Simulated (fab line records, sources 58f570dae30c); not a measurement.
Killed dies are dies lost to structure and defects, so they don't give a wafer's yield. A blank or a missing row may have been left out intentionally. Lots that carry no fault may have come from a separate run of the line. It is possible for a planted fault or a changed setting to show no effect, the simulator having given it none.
fab line records || flow berkeley_cmos170
record {"lots": 15, "wafers": 45, "last_day": 13}
route steps=331 shown M3@313
lots untouched by any fault: they come from a run of this same line in which no faults occurred
start_h: hours from the record's opening day to when the first of the lot's shown wafers began || wait_h: how many hours have passed since the lot's step before this one || " unchanged from the row above || L1.1+2: several wafers, shown together as one row || - no value, or no start given || * or withheld: withheld || < > ~ a bound
route shown NAME@n: a module of which the file shows steps, and the number in the route of the first || usual: average and standard deviation across the fault-free wafers || same: alike in all rows || chamber/n: place in a boat || sites: each site's reading || _std_site: standard deviation across them || _edge_site: outer sites' mean less inner sites' || radius_mm: for every site, how far away it sits from the centre of the wafer || mask NAME#n: copy n || behind: the tool/chamber that last shaped the wafer || hold: reason for holding the lot/hours on hold/outcome of the hold || device: transistor that didn't switch, given as n, p or np || end of line: the tests these same wafers got at the end of their route || a step without rows: its recipe alone || killed: not the wafer's yield, but the dies lost to structure and defects at the first sort || map: a wafer's dies, x killed, . not, _ none there
set.NAME: the setting the step ran with; set.NAME@STEP: the setting that earlier step ran with || model.NAME: the simulator's own value behind a step, which no gauge read
steps of the route over a sample of lots; a table a step, a row a wafer
services: the hour from which a tool's chamber was out of use, counted from the record's first day as start_h (under 0 if before that day), plus the number of hours and why
## steps
# step UCB170_M3_HMDS_04
# recipe {"prime_time_s": 60, "prime_temp_c": 100}
# usual {"prime_temp_c": "99.95/0.14"}
{"lot.wafer": "L165.1", "tool": "litho_track-04", "chamber": 0, "start_h": 178.66, "wait_h": 0.1, "prime_temp_c": 100.02}
{"lot.wafer": "L165.2", "tool": "litho_track-04", "chamber": 0, "start_h": 178.66, "wait_h": 0.1, "prime_temp_c": 100.06}
{"lot.wafer": "L165.5", "tool": "litho_track-04", "chamber": 0, "start_h": 178.66, "wait_h": 0.1, "prime_temp_c": 100.19}
{"lot.wafer": "L166.1", "tool": "litho_track-04", "chamber": 0, "start_h": 191.65, "wait_h": 0.1, "prime_temp_c": 99.73}
{"lot.wafer": "L166.4", "tool": "litho_track-04", "chamber": 0, "start_h": 191.65, "wait_h": 0.1, "prime_temp_c": 99.87}
{"lot.wafer": "L166.6", "tool": "litho_track-04", "chamber": 0, "start_h": 191.65, "wait_h": 0.1, "prime_temp_c": 99.81}
{"lot.wafer": "L167.2", "tool": "litho_track-04", "chamber": 0, "start_h": 193.98, "wait_h": 0.1, "prime_temp_c": 100.03}
{"lot.wafer": "L167.3", "tool": "litho_track-04", "chamber": 0, "start_h": 193.98, "wait_h": 0.1, "prime_temp_c": 99.77}
{"lot.wafer": "L167.6", "tool": "litho_track-04", "chamber": 0, "start_h": 193.98, "wait_h": 0.1, "prime_temp_c": 99.89}
{"lot.wafer": "L169.1", "tool": "litho_track-04", "chamber": 0, "start_h": 204.99, "wait_h": 0.1, "prime_temp_c": 99.89}
{"lot.wafer": "L169.2", "tool": "litho_track-04", "chamber": 0, "start_h": 204.99, "wait_h": 0.1, "prime_temp_c": 99.87}
{"lot.wafer": "L169.6", "tool": "litho_track-04", "chamber": 0, "start_h": 204.99, "wait_h": 0.1, "prime_temp_c": 100.17}
{"lot.wafer": "L170.1", "tool": "litho_track-03", "chamber": 0, "start_h": 209.47, "wait_h": 0.5, "prime_temp_c": 99.72}
{"lot.wafer": "L170.3", "tool": "litho_track-03", "chamber": 0, "start_h": 209.47, "wait_h": 0.5, "prime_temp_c": 99.98}
{"lot.wafer": "L170.4", "tool": "litho_track-03", "chamber": 0, "start_h": 209.47, "wait_h": 0.5, "prime_temp_c": 99.75}
{"lot.wafer": "L168.2", "tool": "litho_track-04", "chamber": 0, "start_h": 214.62, "wait_h": 0.1, "prime_temp_c": 101.02}
{"lot.wafer": "L168.3", "tool": "litho_track-04", "chamber": 0, "start_h": 214.62, "wait_h": 0.1, "prime_temp_c": 101.18}
{"lot.wafer": "L168.5", "tool": "litho_track-04", "chamber": 0, "start_h": 214.62, "wait_h": 0.1, "prime_temp_c": 101.21}
{"lot.wafer": "L174.2", "tool": "litho_track-04", "chamber": 0, "start_h": 220.30, "wait_h": 0.1, "prime_temp_c": 100.96}
{"lot.wafer": "L174.3", "tool": "litho_track-04", "chamber": 0, "start_h": 220.30, "wait_h": 0.1, "prime_temp_c": 101.08}
{"lot.wafer": "L174.4", "tool": "litho_track-04", "chamber": 0, "start_h": 220.30, "wait_h": 0.1, "prime_temp_c": 101.02}
{"lot.wafer": "L172.3", "tool": "litho_track-04", "chamber": 0, "start_h": 221.01, "wait_h": 0.1, "prime_temp_c": 101.18}
{"lot.wafer": "L172.5", "tool": "litho_track-04", "chamber": 0, "start_h": 221.01, "wait_h": 0.1, "prime_temp_c": 100.93}
{"lot.wafer": "L172.6", "tool": "litho_track-04", "chamber": 0, "start_h": 221.01, "wait_h": 0.1, "prime_temp_c": 101.05}
{"lot.wafer": "L180.1", "tool": "litho_track-03", "chamber": 0, "start_h": 266.68, "wait_h": 0.4, "prime_temp_c": 99.77}
{"lot.wafer": "L180.2", "tool": "litho_track-03", "chamber": 0, "start_h": 266.68, "wait_h": 0.4, "prime_temp_c": 99.86}
{"lot.wafer": "L180.3", "tool": "litho_track-03", "chamber": 0, "start_h": 266.68, "wait_h": 0.4, "prime_temp_c": 99.82}
{"lot.wafer": "L183.1", "tool": "litho_track-03", "chamber": 0, "start_h": 280.29, "wait_h": 0.1, "prime_temp_c": 100.17}
{"lot.wafer": "L183.4", "tool": "litho_track-03", "chamber": 0, "start_h": 280.29, "wait_h": 0.1, "prime_temp_c": 99.90}
{"lot.wafer": "L183.6", "tool": "litho_track-03", "chamber": 0, "start_h": 280.29, "wait_h": 0.1, "prime_temp_c": 100.14}
{"lot.wafer": "L185.2", "tool": "litho_track-04", "chamber": 0, "start_h": 291.28, "wait_h": 0.1, "prime_temp_c": 99.93}
{"lot.wafer": "L185.3", "tool": "litho_track-04", "chamber": 0, "start_h": 291.28, "wait_h": 0.1, "prime_temp_c": 99.86}
{"lot.wafer": "L185.6", "tool": "litho_track-04", "chamber": 0, "start_h": 291.28, "wait_h": 0.1, "prime_temp_c": 99.98}
{"lot.wafer": "L187.2", "tool": "litho_track-03", "chamber": 0, "start_h": 291.87, "wait_h": 0.1, "prime_temp_c": 100.09}
{"lot.wafer": "L187.4", "tool": "litho_track-03", "chamber": 0, "start_h": 291.87, "wait_h": 0.1, "prime_temp_c": 99.72}
{"lot.wafer": "L187.6", "tool": "litho_track-03", "chamber": 0, "start_h": 291.87, "wait_h": 0.1, "prime_temp_c": 99.95}
{"lot.wafer": "L186.1", "tool": "litho_track-03", "chamber": 0, "start_h": 295.85, "wait_h": 0.1, "prime_temp_c": 99.88}
{"lot.wafer": "L186.4", "tool": "litho_track-03", "chamber": 0, "start_h": 295.85, "wait_h": 0.1, "prime_temp_c": 99.99}
{"lot.wafer": "L186.5", "tool": "litho_track-03", "chamber": 0, "start_h": 295.85, "wait_h": 0.1, "prime_temp_c": 99.67}
{"lot.wafer": "L184.3", "tool": "litho_track-04", "chamber": 0, "start_h": 296.56, "wait_h": 0.2, "prime_temp_c": 100.05}
{"lot.wafer": "L184.4", "tool": "litho_track-04", "chamber": 0, "start_h": 296.56, "wait_h": 0.2, "prime_temp_c": 100.23}
{"lot.wafer": "L184.6", "tool": "litho_track-04", "chamber": 0, "start_h": 296.56, "wait_h": 0.2, "prime_temp_c": 99.81}
{"lot.wafer": "L188.4", "tool": "litho_track-02", "chamber": 0, "start_h": 312.22, "wait_h": 0.1, "prime_temp_c": 99.93}
{"lot.wafer": "L188.5", "tool": "litho_track-02", "chamber": 0, "start_h": 312.22, "wait_h": 0.1, "prime_temp_c": 99.82}
{"lot.wafer": "L188.6", "tool": "litho_track-02", "chamber": 0, "start_h": 312.22, "wait_h": 0.1, "prime_temp_c": 99.81}
## services
{"tool": "litho_track-04", "chamber": "-", "start_h": 257.31, "hours": "-", "kind": "consumable_replace:filter"}
## key
first_sign {"step": "UCB170_M3_HMDS_04", "reading": "prime_temp_c", "direction": "up", "sigmas": 8.1, "usual": "*", "struck": "*"}
effect none on later readings
met_at UCB170_M3_HMDS_04
struck_lots L168,L172,L174
onset_between 204.99 214.62
fault {"kind": "process_parameter_drift", "tool": "litho_track-04", "chamber": "-", "onset_h": 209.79, "steps": "UCB170_M3_HMDS_04", "channel": "prime_temp_c", "offset": "*", "shape": "step", "end_h": 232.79, "acts_in": "*", "stated": "*"}
